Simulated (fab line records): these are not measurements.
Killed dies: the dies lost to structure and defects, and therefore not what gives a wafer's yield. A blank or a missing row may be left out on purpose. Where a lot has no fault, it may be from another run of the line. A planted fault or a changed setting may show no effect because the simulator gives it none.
fab line records | flow berkeleyCmos170
record lots=5 wafers=23
route steps=331 shown START@3 ZERO@7 PWELL@36 ACTIVE@68 PFIELD@86 SCREENOX@101 NVT@105 PVT@123 NLDD@159
startH: the number of hours between the record's first day and the start of the first shown wafer of the lot | waitH: hours since the lot's step before | " identical to the entry in the row above | L1.1+2: a single row standing in for several wafers | - no value, or no start given | * or withheld: withheld | < > ~ a bound
route shown NAME@n: NAME is a module with steps in the file, n the number in the route of the first one | usual: average and standard deviation across the fault-free wafers | same: alike in all rows | chamber/n: place in a boat | sites: per-site readings | _std_site: how widely they spread, as a standard deviation | _edge_site: mean of outer sites minus mean of inner sites | radiusMm: how far each site lies from the wafer's centre | mask NAME#n: copy n | behind: the most recent tool/chamber to have shaped the wafer | hold: why the lot went on hold/how many hours it stayed there/how the hold came to an end | device: the transistor (n, p or np) that didn't switch | end of line: the same wafers' tests at the end of the route | where a step has no rows: the recipe by itself | killed: the dies lost at the first sort to structure and to defects; this is not the yield of the wafer | map: shows each die of a wafer: x if killed, . if not, _ if none is there
set.NAME: the run value of the setting; set.NAME@STEP: its run value at that earlier step | model.NAME: the simulator's own value behind a step, which no gauge read
lots run with intentionally changed settings; tables by step, rows by wafer
## steps
# step UCB170_START_OXIDATION_02
# recipe tempC=950 ambient=O2 targetThkA=200 oxTimeS=1800
# columns lot.wafer tool chamber startH waitH set.tempC model.SiO2_of_START_OXIDATION_02.thkNm
L074.1 - - - 3.3 950 20.35
L074.2 " - " " 950 20.29
L074.3 " - " " 950 20.04
L074.4 " - " " 950 19.89
L074.5 " - " " 950 19.9
L076.2 - - - 1.3 927.8 15.71
L076.3 " - " " 927.8 15.89
L076.4 " - " " 927.8 15.64
L076.5 " - " " 927.8 15.67
L076.6 " - " " 927.8 15.66
L077.1 - - - 2.7 936.3 17.64
L077.2 " - " " 936.3 17.3
L077.4 " - " " 936.3 17.7
L077.5 " - " " 936.3 17.63
L077.6 " - " " 936.3 17.52
L080.1 - - - 4.1 936.6 17.02
L080.2 " - " " 936.6 16.85
L080.3 " - " " 936.6 17.5
L080.4 " - " " 936.6 17.53
L080.5 " - " " 936.6 17.33
L083.2 furnace-01 0 58.26 3.1 950 19.57
L083.4 " 0 " " 950 19.86
L083.5 " 0 " " 950 19.88
# step UCB170_START_THK_MEAS_03
# recipe reads=SiO2_of_START_OXIDATION_02
# usual START_OXIDE_THK=20.1/0.36
# columns lot.wafer tool chamber startH waitH set.tempC@START_OXIDATION_02 START_OXIDE_THK[nm]
L074.1 filmMetro-02 - - - 950 20.3
L074.2 " - " " 950 20.3
L074.3 " - " " 950 20.0
L074.4 " - " " 950 19.9
L074.5 " - " " 950 19.9
L076.2 filmMetro-04 - - - 927.8 15.7
L076.3 " - " " 927.8 15.9
L076.4 " - " " 927.8 15.6
L076.5 " - " " 927.8 15.7
L076.6 " - " " 927.8 15.7
L077.1 filmMetro-03 - - - 936.3 17.7
L077.2 " - " " 936.3 17.4
L077.4 " - " " 936.3 17.6
L077.5 " - " " 936.3 17.6
L077.6 " - " " 936.3 17.5
L080.1 filmMetro-04 - - - 936.6 17.0
L080.2 " - " " 936.6 16.8
L080.3 " - " " 936.6 17.4
L080.4 " - " " 936.6 17.5
L080.5 " - " " 936.6 17.3
L083.2 filmMetro-02 - 59.77 0.0 950 19.6
L083.4 " - " " 950 19.9
L083.5 " - " " 950 19.9
# step UCB170_ZERO_COAT_01
# recipe resist=KrF spinRpm=1500 resistThkNm=900
# columns lot.wafer tool chamber startH waitH set.resistThkNm model.KrF_of_ZERO_COAT_01.thkNm
L074.1 lithoTrack-04 0 20.23 0.1 940.4 945.1
L074.2 " 0 " " 940.4 942.7
L074.3 " 0 " " 900 903.8
L074.4 " 0 " " 900 904.8
L074.5 " 0 " " 940.4 944.9
L076.2 lithoTrack-02 0 27.46 0.1 900 897.3
L076.3 " 0 " " 900 899
L076.4 " 0 " " 886.4 887.4
L076.5 " 0 " " 886.4 887.3
L076.6 " 0 " " 900 896.2
L077.1 lithoTrack-04 0 35.30 0.1 900 897.5
L077.2 " 0 " " 900 897.7
L077.4+5 " 0 " " 900 895.1
L077.6 " 0 " " 900 894.9
L080.1 lithoTrack-02 0 51.15 0.1 900 903.7
L080.2 " 0 " " 900 902.3
L080.3 " 0 " " 857.8 857.3
L080.4 " 0 " " 857.8 862.4
L080.5 " 0 " " 900 902.8
L083.2 lithoTrack-03 0 63.19 0.1 900 899.6
L083.4 " 0 " " 900 902.5
L083.5 " 0 " " 900 902.1
# step UCB170_ZERO_SOFTBAKE_02
# recipe resist=KrF tempC=130 timeS=60
# step UCB170_ZERO_EXPOSE_03
# recipe maskId=PM_MARKS na=0.5 sigmaOuter=0.6 sourceShape=conventional targetCdNm=4000 doseMj=30
# step UCB170_ZERO_DEVELOP_05
# recipe developer=TMAH developTimeS=45 resist=KrF devTempC=21
# step UCB170_ZERO_ETCH_06
# recipe chemistry=CHF3/CF4/Ar target=SiO2 timeS=12 pressureMtorr=100 rfW=500 CHF3_flow_sccm=50 cf4FlowSccm=10 Ar_flow_sccm=120 overEtchFrac=1.58
# step UCB170_ZERO_STRIP_07
# recipe chemistry=O2 powerW=400 pressureMtorr=3500 platenTempC=withheld o2FlowSccm=400 overashFraction=0.5
# usual stripTimeToEndpointS=21.50/0.081
# columns lot.wafer tool chamber startH waitH set.resistThkNm@ZERO_COAT_01 stripTimeToEndpointS
L074.1 plasmaAsher-04 0 21.07 0.0 940.4 22.58
L074.2 " 1 " " 940.4 22.49
L074.3 " 1 " " 900 21.58
L074.4 " 0 " " 900 21.60
L074.5 " 0 " " 940.4 22.55
L076.2 plasmaAsher-01 1 28.29 0.0 900 21.42
L076.3 " 0 " " 900 21.46
L076.4 " 1 " " 886.4 21.17
L076.5 " 0 " " 886.4 21.19
L076.6 " 1 " " 900 21.39
L077.1 plasmaAsher-02 0 36.17 0.0 900 21.41
L077.2 " 1 " " 900 21.42
L077.4 " 1 " " 900 21.36
L077.5 " 1 " " 900 21.37
L077.6 " 0 " " 900 21.38
L080.1 plasmaAsher-04 1 51.95 0.0 900 21.59
L080.2 " 0 " " 900 21.52
L080.3 " 0 " " 857.8 20.44
L080.4 " 1 " " 857.8 20.59
L080.5 " 1 " " 900 21.54
L083.2 plasmaAsher-04 1 64.01 0.0 900 21.46
L083.4 " 1 " " 900 21.54
L083.5 " 1 " " 900 21.54
# step UCB170_PWELL_OXIDATION_02
# recipe tempC=1000 ambient=O2 targetThkA=264 oxTimeS=1260
# columns lot.wafer tool chamber startH waitH set.tempC model.SiO2_of_PWELL_OXIDATION_02.thkNm
L074.1+4 - - - 3.1 978.6 21.39
L074.2 " - " " 978.6 21.53
L074.3 " - " " 978.6 21.4
L074.5 " - " " 978.6 21.37
L076.2 - - - 2.7 1026 32.23
L076.3 " - " " 1026 32.39
L076.4 " - " " 1026 32.35
L076.5 " - " " 1026 32.09
L076.6 " - " " 1026 32.51
L077.1 - - - 2.6 1000 26.3
L077.2 " - " " 1000 26.25
L077.4 " - " " 1000 26.29
L077.5 " - " " 1000 26.67
L077.6 " - " " 1000 26.15
L080.1 - - - 1.7 1000 26.57
L080.2 " - " " 1000 26.4
L080.3 " - " " 1000 26.73
L080.4 " - " " 1000 26.42
L080.5 " - " " 1000 26.09
L083.2 furnace-04 0 83.25 2.2 1000 26.21
L083.4 " 0 " " 1000 26.19
L083.5 " 0 " " 1000 25.96
# step UCB170_PWELL_THK_MEAS_03
# recipe reads=SiO2_of_PWELL_OXIDATION_02
# usual PWELL_OXIDE_THK=26.2/0.44
# columns lot.wafer tool chamber startH waitH set.tempC@PWELL_OXIDATION_02 PWELL_OXIDE_THK[nm]
L074.1 filmMetro-01 - - - 978.6 21.4
L074.2 " - " " 978.6 21.5
L074.3 " - " " 978.6 21.4
L074.4 " - " " 978.6 21.4
L074.5 " - " " 978.6 21.3
L076.2 filmMetro-04 - - - 1026 32.2
L076.3 " - " " 1026 32.4
L076.4 " - " " 1026 32.4
L076.5 " - " " 1026 32.1
L076.6 " - " " 1026 32.5
L077.1 filmMetro-02 - - - 1000 26.3
L077.2 " - " " 1000 26.2
L077.4 " - " " 1000 26.2
L077.5 " - " " 1000 26.7
L077.6 " - " " 1000 26.2
L080.1 filmMetro-04 - - - 1000 26.6
L080.2 " - " " 1000 26.4
L080.3 " - " " 1000 26.8
L080.4 " - " " 1000 26.4
L080.5 " - " " 1000 26.1
L083.2 filmMetro-01 - 84.61 0.0 1000 26.2
L083.4 " - " " 1000 26.2
L083.5 " - " " 1000 26.0
# step UCB170_ACTIVE_COAT_08
# recipe resist=KrF spinRpm=1500 resistThkNm=900
# columns lot.wafer tool chamber startH waitH set.resistThkNm model.KrF_of_ACTIVE_COAT_08.thkNm
L074.1 lithoTrack-03 0 73.60 0.1 900 902.3
L074.2 " 0 " " 900 901.8
L074.3 " 0 " " 900 901.1
L074.4 " 0 " " 900 899.7
L074.5 " 0 " " 900 899.1
L076.2 lithoTrack-04 0 81.59 0.1 953.8 957.9
L076.3+4 " 0 " " 900 899.7
L076.5 " 0 " " 953.8 955
L076.6 " 0 " " 900 900.3
L077.1 lithoTrack-01 0 95.67 0.1 870.1 876.1
L077.2 " 0 " " 900 904.9
L077.4 " 0 " " 870.1 875.3
L077.5 " 0 " " 870.1 875.4
L077.6 " 0 " " 900 904.1
L080.1 lithoTrack-04 0 106.82 0.1 900 905.7
L080.2 " 0 " " 921.5 926.8
L080.3 " 0 " " 900 905
L080.4 " 0 " " 921.5 927.1
L080.5 " 0 " " 921.5 924.7
L083.2 lithoTrack-04 0 116.43 0.1 900 901.7
L083.4 " 0 " " 900 900.2
L083.5 " 0 " " 900 901.2
# step UCB170_ACTIVE_SOFTBAKE_09
# recipe resist=KrF tempC=130 timeS=60
# step UCB170_ACTIVE_EXPOSE_10
# recipe maskId=ACTIVE targetCdNm=1200 na=0.5 sigmaOuter=0.6 sourceShape=conventional doseMj=20
# step UCB170_ACTIVE_ETCH_15
# recipe chemistry=CH3F/Ar/O2 target=Si3N4 stopOn=SiO2 CH3F_flow_sccm=20 Ar_flow_sccm=50 O2_flow_sccm=7 pressureMtorr=50 rfW=450 targetDepthA=2420 overEtchFrac=0.1 timeS=151
# columns lot.wafer tool chamber startH waitH set.resistThkNm@ACTIVE_COAT_08 model.KrF_of_ACTIVE_COAT_08.thkNm
L074.1 rieDiel-01 0 75.58 0.0 900 726.8
L074.2 " 3 " " 900 735.9
L074.3 " 1 " " 900 720.6
L074.4 " 2 " " 900 730.5
L074.5 " 2 " " 900 730.1
L076.2 rieDiel-01 2 82.98 0.0 953.8 787
L076.3 " 3 " " 900 731.1
L076.4 " 1 " " 900 716.9
L076.5 " 1 " " 953.8 774.2
L076.6 " 0 " " 900 722.2
L077.1 rieDiel-02 2 96.66 0.0 870.1 701
L077.2 " 3 " " 900 734.7
L077.4 " 0 " " 870.1 695.3
L077.5 " 1 " " 870.1 694.4
L077.6 " 0 " " 900 722.1
L080.1 rieDiel-02 0 107.67 0.0 900 723.1
L080.2 " 3 " " 921.5 754.3
L080.3 " 2 " " 900 727.9
L080.4 " 1 " " 921.5 745.3
L080.5 " 2 " " 921.5 746.2
L083.2 rieDiel-02 3 117.61 0.0 900 731.1
L083.4 " 0 " " 900 720
L083.5 " 0 " " 900 719.8
# step UCB170_ACTIVE_STRIP_16
# recipe chemistry=O2 powerW=400 pressureMtorr=3500 platenTempC=withheld o2FlowSccm=400 overashFraction=0.5
# usual stripTimeToEndpointS=18.09/0.15
# columns lot.wafer tool chamber startH waitH set.resistThkNm@ACTIVE_COAT_08 stripTimeToEndpointS
L074.1 plasmaAsher-03 1 75.68 0.1 900 18.15
L074.2 " 0 " " 900 18.37
L074.3 " 0 " " 900 18.00
L074.4 " 1 " " 900 18.23
L074.5 " 0 " " 900 18.22
L076.2 plasmaAsher-04 0 83.08 0.1 953.8 19.58
L076.3 " 1 " " 900 18.24
L076.4 " 0 " " 900 17.89
L076.5 " 0 " " 953.8 19.27
L076.6 " 1 " " 900 18.04
L077.1 plasmaAsher-01 1 96.76 0.1 870.1 17.53
L077.2 " 0 " " 900 18.33
L077.4 " 1 " " 870.1 17.38
L077.5 " 1 " " 870.1 17.38
L077.6 " 0 " " 900 18.04
L080.1 plasmaAsher-03 0 107.77 0.1 900 18.05
L080.2 " 1 " " 921.5 18.79
L080.3 " 1 " " 900 18.16
L080.4 " 0 " " 921.5 18.58
L080.5 " 1 " " 921.5 18.61
L083.2 plasmaAsher-01 1 117.71 0.1 900 18.26
L083.4 " 0 " " 900 17.98
L083.5 " 1 " " 900 17.97
# step UCB170_PFIELD_IMPLANT_07
# recipe species=B doseCm2=2e+13 energyKev=80 tiltDeg=7
# columns lot.wafer tool chamber startH waitH set.doseCm2
L074.1+2 implanter-02 0 80.90 0.0 2.058e+13
L074.3+4+5 " 0 " " 2e+13
L076.2+4+6 implanter-02 0 86.49 0.0 2.134e+13
L076.3+5 " 0 " " 2e+13
L077.1+2+4 implanter-02 0 99.05 0.0 2.075e+13
L077.5+6 " 0 " " 2e+13
L080.1+2+4 implanter-02 0 109.22 0.0 2.043e+13
L080.3+5 " 0 " " 2e+13
L083.2+4+5 implanter-01 0 122.12 0.0 2e+13
# step UCB170_PFIELD_STRIP_08
# recipe chemistry=O2 powerW=400 pressureMtorr=3500 platenTempC=withheld o2FlowSccm=400 overashFraction=0.5
# step UCB170_PFIELD_TW_MEAS_09
# usual PFIELD_TW=600/4.9
# columns lot.wafer tool chamber startH waitH set.doseCm2@PFIELD_IMPLANT_07 PFIELD_TW
L074.1 filmMetro-01 - 81.15 0.1 2.058e+13 600
L074.2 " - " " 2.058e+13 602
L074.3 " - " " 2e+13 595
L074.4 " - " " 2e+13 595
L074.5 " - " " 2e+13 593
L076.2 filmMetro-03 - 86.73 0.1 2.134e+13 610
L076.3 " - " " 2e+13 598
L076.4 " - " " 2.134e+13 610
L076.5 " - " " 2e+13 594
L076.6 " - " " 2.134e+13 606
L077.1 filmMetro-04 - 99.30 0.1 2.075e+13 611
L077.2 " - " " 2.075e+13 610
L077.4 " - " " 2.075e+13 612
L077.5 " - " " 2e+13 606
L077.6 " - " " 2e+13 602
L080.1 filmMetro-03 - 109.47 0.1 2.043e+13 611
L080.2 " - " " 2.043e+13 610
L080.3 " - " " 2e+13 606
L080.4 " - " " 2.043e+13 612
L080.5 " - " " 2e+13 603
L083.2 filmMetro-04 - 122.35 0.1 2e+13 605
L083.4 " - " " 2e+13 602
L083.5 " - " " 2e+13 606
# step UCB170_SCREENOX_OXIDATION_01
# recipe tempC=900 ambient=O2 targetThkA=144 oxTimeS=2400
# columns lot.wafer tool chamber startH waitH set.oxTimeS model.SiO2_of_SCREENOX_OXIDATION_01.thkNm
L074.1 - - - 2.7 2400 14.49
L074.2 " - " " 2400 14.34
L074.3 " - " " 2400 14.17
L074.4 " - " " 2400 14.26
L074.5 " - " " 2400 14.32
L076.2 - - - 1.7 2533 15.02
L076.3 " - " " 2533 15.13
L076.4 " - " " 2533 14.92
L076.5 " - " " 2533 15.1
L076.6 " - " " 2533 14.91
L077.1+5 - - - 2.9 2228 14.24
L077.2 " - " " 2228 13.99
L077.4 " - " " 2228 13.94
L077.6 " - " " 2228 14.19
L080.1 - - - 4.5 2400 14.3
L080.2 " - " " 2400 14.6
L080.3 " - " " 2400 14.66
L080.4 " - " " 2400 14.56
L080.5 " - " " 2400 14.44
L083.2 furnace-02 0 139.92 1.2 2400 14.66
L083.4 " 0 " " 2400 14.62
L083.5 " 0 " " 2400 14.29
# step UCB170_NVT_COAT_01
# recipe resist=KrF spinRpm=1500 resistThkNm=900
# columns lot.wafer tool chamber startH waitH set.spinRpm model.KrF_of_NVT_COAT_01.thkNm
L074.1 lithoTrack-02 0 107.40 0.1 1500 902.9
L074.2 " 0 " " 1556 883.4
L074.3 " 0 " " 1500 900
L074.4 " 0 " " 1500 904.1
L074.5 " 0 " " 1556 885.4
L076.2 lithoTrack-01 0 112.37 0.1 1500 899.2
L076.3 " 0 " " 1500 900.5
L076.4 " 0 " " 1500 902.8
L076.5 " 0 " " 1500 902.1
L076.6 " 0 " " 1500 902.3
L077.1 lithoTrack-01 0 131.80 0.1 1500 901.2
L077.2 " 0 " " 1500 900.2
L077.4 " 0 " " 1500 900.7
L077.5 " 0 " " 1500 900.4
L077.6 " 0 " " 1500 900.5
L080.1 lithoTrack-02 0 136.55 0.1 1500 894.4
L080.2 " 0 " " 1397 931.1
L080.3 " 0 " " 1500 897
L080.4 " 0 " " 1397 929.3
L080.5 " 0 " " 1500 896.8
L083.2 lithoTrack-02 0 146.02 0.1 1500 896
L083.4 " 0 " " 1500 897.6
L083.5 " 0 " " 1500 895.5
# step UCB170_NVT_SOFTBAKE_02
# recipe resist=KrF tempC=130 timeS=60
# step UCB170_NVT_EXPOSE_03
# recipe maskId=PWELL targetCdNm=3000 na=0.5 sigmaOuter=0.6 sourceShape=conventional doseMj=30
# step UCB170_NVT_IMPLANT_07
# recipe species=BF2 doseCm2=3e+12 energyKev=50 tiltDeg=7
# step UCB170_NVT_STRIP_08
# recipe chemistry=O2 powerW=400 pressureMtorr=3500 platenTempC=withheld o2FlowSccm=400 overashFraction=0.5
# usual stripTimeToEndpointS=21.61/0.056
# columns lot.wafer tool chamber startH waitH set.spinRpm@NVT_COAT_01 stripTimeToEndpointS
L074.1 plasmaAsher-01 0 108.52 0.1 1500 21.72
L074.2 " 1 " " 1556 21.23
L074.3 " 0 " " 1500 21.62
L074.4 " 1 " " 1500 21.72
L074.5 " 0 " " 1556 21.26
L076.2 plasmaAsher-02 1 113.38 0.1 1500 21.60
L076.3 " 0 " " 1500 21.66
L076.4 " 1 " " 1500 21.70
L076.5 " 0 " " 1500 21.69
L076.6 " 1 " " 1500 21.68
L077.1 plasmaAsher-02 1 133.10 0.1 1500 21.66
L077.2 " 0 " " 1500 21.64
L077.4 " 0 " " 1500 21.65
L077.5 " 1 " " 1500 21.64
L077.6 " 0 " " 1500 21.65
L080.1 plasmaAsher-01 0 137.76 0.1 1500 21.50
L080.2 " 1 " " 1397 22.38
L080.3 " 0 " " 1500 21.56
L080.4 " 1 " " 1397 22.35
L080.5 " 1 " " 1500 21.55
L083.2 plasmaAsher-02 0 147.17 0.1 1500 21.54
L083.4 " 0 " " 1500 21.55
L083.5 " 0 " " 1500 21.50
# step UCB170_PVT_STRIP_08
# recipe chemistry=O2 powerW=400 pressureMtorr=3500 platenTempC=withheld o2FlowSccm=400 overashFraction=0.5
# usual stripTimeToEndpointS=21.67/0.07
# columns lot.wafer tool chamber startH waitH set.o2FlowSccm stripTimeToEndpointS
L074.1 plasmaAsher-02 0 111.40 0.1 400 21.60
L074.2 " 1 " " 400 21.60
L074.3 " 1 " " 400 21.57
L074.4 " 0 " " 400 21.65
L074.5 " 1 " " 400 21.66
L076.2 plasmaAsher-04 0 116.23 0.1 400 21.73
L076.3 " 0 " " 400 21.69
L076.4 " 1 " " 400 21.72
L076.5 " 0 " " 419.5 21.63
L076.6 " 1 " " 419.5 21.53
L077.1 plasmaAsher-03 0 135.42 0.1 400 21.69
L077.2 " 1 " " 400 21.69
L077.4 " 1 " " 351.1 22.09
L077.5 " 1 " " 351.1 22.08
L077.6 " 0 " " 351.1 22.12
L080.1 plasmaAsher-02 1 139.87 0.1 400 21.64
L080.2 " 0 " " 400 21.59
L080.3 " 1 " " 400 21.57
L080.4 " 0 " " 452.3 21.27
L080.5 " 1 " " 452.3 21.29
L083.2 plasmaAsher-02 1 149.66 0.1 400 21.49
L083.4 " 0 " " 400 21.63
L083.5 " 0 " " 400 21.60
# step UCB170_NLDD_COAT_01
# recipe resist=KrF spinRpm=1500 resistThkNm=900
# columns lot.wafer tool chamber startH waitH set.spinRpm model.KrF_of_NLDD_COAT_01.thkNm
L074.1 lithoTrack-04 0 128.94 0.1 1500 898.1
L074.2 " 0 " " 1500 899.2
L074.3 " 0 " " 1569 878
L074.4 " 0 " " 1500 897.8
L074.5 " 0 " " 1569 879.3
L076.2 lithoTrack-01 0 135.41 0.1 1500 905.9
L076.3 " 0 " " 1500 902.5
L076.4 " 0 " " 1500 899.5
L076.5 " 0 " " 1500 902
L076.6 " 0 " " 1500 903.1
L077.1 lithoTrack-02 0 150.07 0.1 1500 895.8
L077.2 " 0 " " 1391 932.8
L077.4 " 0 " " 1500 896.9
L077.5 " 0 " " 1391 932.5
L077.6 " 0 " " 1391 934.2
L080.1 lithoTrack-02 0 154.04 0.1 1500 896.3
L080.2 " 0 " " 1400 927
L080.3 " 0 " " 1400 929.1
L080.4 " 0 " " 1500 894.5
L080.5 " 0 " " 1400 927.6
L083.2 lithoTrack-02 0 166.85 0.1 1500 900.2
L083.4 " 0 " " 1500 899.7
L083.5 " 0 " " 1500 899.2
## key
split step=UCB170_START_OXIDATION_02 setting=tempC stated=950 by=lot
response step=UCB170_START_OXIDATION_02 reading=model.SiO2_of_START_OXIDATION_02.thkNm change=+1.82 per=1% r=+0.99
response step=UCB170_START_THK_MEAS_03 reading=START_OXIDE_THK change=+1.82 per=1% r=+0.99
split step=UCB170_ZERO_COAT_01 setting=resistThkNm stated=900 by=wafer
response step=UCB170_ZERO_COAT_01 reading=model.KrF_of_ZERO_COAT_01.thkNm change=+8.94 per=1% r=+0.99
response step=UCB170_ZERO_STRIP_07 reading=stripTimeToEndpointS change=* per=1% r=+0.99
split step=UCB170_PWELL_OXIDATION_02 setting=tempC stated=1000 by=lot
response step=UCB170_PWELL_OXIDATION_02 reading=model.SiO2_of_PWELL_OXIDATION_02.thkNm change=+2.3 per=1% r=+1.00
response step=UCB170_PWELL_THK_MEAS_03 reading=PWELL_OXIDE_THK change=+2.3 per=1% r=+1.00
split step=UCB170_ACTIVE_COAT_08 setting=resistThkNm stated=900 by=wafer
response step=UCB170_ACTIVE_COAT_08 reading=model.KrF_of_ACTIVE_COAT_08.thkNm change=+9.22 per=1% r=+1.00
response step=UCB170_ACTIVE_ETCH_15 reading=model.KrF_of_ACTIVE_COAT_08.thkNm change=+9.56 per=1% r=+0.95
response step=UCB170_ACTIVE_STRIP_16 reading=stripTimeToEndpointS change=* per=1% r=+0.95
split step=UCB170_PFIELD_IMPLANT_07 setting=doseCm2 stated=2e+13 by=wafer
response step=UCB170_PFIELD_TW_MEAS_09 reading=PFIELD_TW change=+1.97 per=1% r=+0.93
split step=UCB170_SCREENOX_OXIDATION_01 setting=oxTimeS stated=2400 by=lot
response step=UCB170_SCREENOX_OXIDATION_01 reading=model.SiO2_of_SCREENOX_OXIDATION_01.thkNm change=+0.0683 per=1% r=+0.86
split step=UCB170_NVT_COAT_01 setting=spinRpm stated=1500 by=wafer
response step=UCB170_NVT_COAT_01 reading=model.KrF_of_NVT_COAT_01.thkNm change=-4.93 per=1% r=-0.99
response step=UCB170_NVT_STRIP_08 reading=stripTimeToEndpointS change=* per=1% r=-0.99
split step=UCB170_PVT_STRIP_08 setting=o2FlowSccm stated=400 by=wafer
response step=UCB170_PVT_STRIP_08 reading=stripTimeToEndpointS change=* per=1% r=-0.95
split step=UCB170_NLDD_COAT_01 setting=spinRpm stated=1500 by=wafer
response step=UCB170_NLDD_COAT_01 reading=model.KrF_of_NLDD_COAT_01.thkNm change=-4.86 per=1% r=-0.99
